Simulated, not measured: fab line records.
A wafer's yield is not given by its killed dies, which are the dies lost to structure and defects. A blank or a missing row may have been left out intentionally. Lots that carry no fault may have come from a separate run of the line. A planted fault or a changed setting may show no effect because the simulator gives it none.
Struck lot and sound lot, side by side    flow ritCmos    17 steps out of a route of 202
Sound: wafers L424.2, L424.4, L424.5. The struck wafers were L427.2, L427.4, L427.6. Last of all comes the cause.
Order at every step that has rows: each side's tool, ch and its chambers, its first start. Under that, the readings that differ: sound wafers    struck wafers    difference of the means    sigmas: that difference in standard deviations of wafers without a fault.
alike: readings with means less than 2 such deviations apart, plus words and numbers identical on both sides. not compared: withheld readings, readings lacking a value on some wafer, bounds such as >300 that could conceal the same value, and numbers that have no deviation in the record and whose values overlap.
A row with sigmas, a row that says differs or no value, or rows on one side alone: a step with any of these is where the two part. Non-overlapping numbers with no deviation appear without sigmas and do not part them. A reading that every wafer of one side lacks parts them only if that side has two wafers or more.

first, 1 step without rows for these wafers: RIT_PRETRO_DEVELOP_05 (develop time 68 s).
RIT_PRETRO_OVL_MEAS_06:
  sound on overlay-01 at day 3 15:23; struck on overlay-01 at day 4 08:20
  alike: PRETRO_OVL
then, 2 steps without rows for these wafers: RIT_PRETRO_HARDBAKE_07 (time 120 s); RIT_PRETRO_IMPLANT_08.
RIT_PRETRO_STRIP_09: strips in O2, time 180 s.
  sound on plasmaAsher-01 ch 0,1, day 3 15:49; struck on plasmaAsher-01 ch 0,1, day 4 08:46
  alike: drypumpMotorCurrentA
  not compared: rfHoursCounterH
RIT_PRETRO_TW_MEAS_10:
  sound on filmMetro-02 at day 3 16:00; struck on filmMetro-02 at day 4 08:57
  alike: PRETRO_TW
then, 5 steps without rows for these wafers: RIT_GATE_WET_ETCH_00 (etches SiO2 in BOE, target depth 56 nm, time 60 s); RIT_GATE_CLEAN_01 (cleans in SC1, time 600 s); RIT_GATE_CLEAN_02 (cleans in dHF, time 30 s); RIT_GATE_CLEAN_03 (cleans in SC2, time 600 s); RIT_GATE_CLEAN_04 (cleans in dHF, time 58.06 s).
RIT_FOX2_THK_MEAS_91:
  sound on filmMetro-02 at day 3 16:30; struck on filmMetro-04 at day 4 09:28
  alike: FIELD_OXIDE_LEFT_2_THK
RIT_GATE_OXIDATION_05: target thk 3 nm, ox time 270 s.
  sound on furnace-04 ch 0, day 3 16:33; struck on furnace-03 ch 0, day 4 09:31
reading                                     sound                 struck                difference  sigmas
spikeTcCentreC (C)                          902.9 902.8 899.2     893.3 892.1 891.4     -9.4        -5
spikeTcLoadC (C)                            924.0 923.6 923.4     913.4 913.8 916.7     -9.0        -5
spikeTcSourceC (C)                          929.0 930.5 928.1     916.8 918.0 916.7     -12.0       -4
tubeCenterTempC (C)                         900.05 900.02 899.98  887.99 888.04 888.19  -11.94      -99 or more
tube_center_temp_C_max                      903.1 902.4 902.1     891.1 890.2 890.8     -11.8       -31
model.SiO2_of_GATE_OXIDATION_05.thkNm (nm)  2.976 3.013 3.058     2.606 2.634 2.62      -0.396      
then, 1 step without rows for these wafers: RIT_GATE_ANNEAL_06 (time 600 s).
RIT_GATE_THK_MEAS_07:
  sound on filmMetro-04 at day 3 17:53; struck on filmMetro-02 at day 4 10:51
reading              sound           struck          difference  sigmas
GATE_OXIDE_THK (nm)  2.96 3.03 3.03  2.63 2.68 2.72  -0.33       -5
then, 1 step without rows for these wafers: RIT_GATE_CVD_08 (deposits poly-Si from SiH4, target thk 250 nm, time 2220 s).
RIT_M1_PROBE_99:
  sound on prober-02 at day 4 17:46; struck on prober-02 at day 5 11:01
reading                           sound              struck             difference  sigmas
model.etest.pmos_0p3.rOnOhmUm     6238 6406 6382     5604 5690 5588     -715        
model.etest.pmosTurned.rOnOhmUm   3403 3512 3427     3098 3166 3074     -335        
model.etest.pmos_0p15.rOnOhmUm    2716 2821 2782     2522 2538 2513     -249        
model.etest.nmos_0p3.rOnOhmUm     2147 2174 2189     2006 2020 2003     -160        
model.etest.nmos_0p15.driveUaUm   480.4 471.9 470.8  532.1 521 531.5    +53.8       
model.etest.nmos_0p3.driveUaUm    224.5 222.7 216.9  262.1 257.8 261.2  +39.0       
model.etest.nmosNarrow.driveUaUm  225.4 219.6 216.7  252.3 249.9 254.5  +31.7       
model.etest.pmos_0p15.driveUaUm   259.1 249 252.4    299.5 290.7 299.9  +43.2       
  alike: killedAtFrontEnd, killedDies, killedOpen, killedShort

WHERE THEY PART
At RIT_GATE_OXIDATION_05 first; at RIT_GATE_THK_MEAS_07 last (within this record only). Later steps at which nothing parts them and some readings are alike: RIT_M1_PROBE_99.

WHY: what the simulator had put in
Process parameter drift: furnace-03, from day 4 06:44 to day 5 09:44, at RIT_GATE_OXIDATION_05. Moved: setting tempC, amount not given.
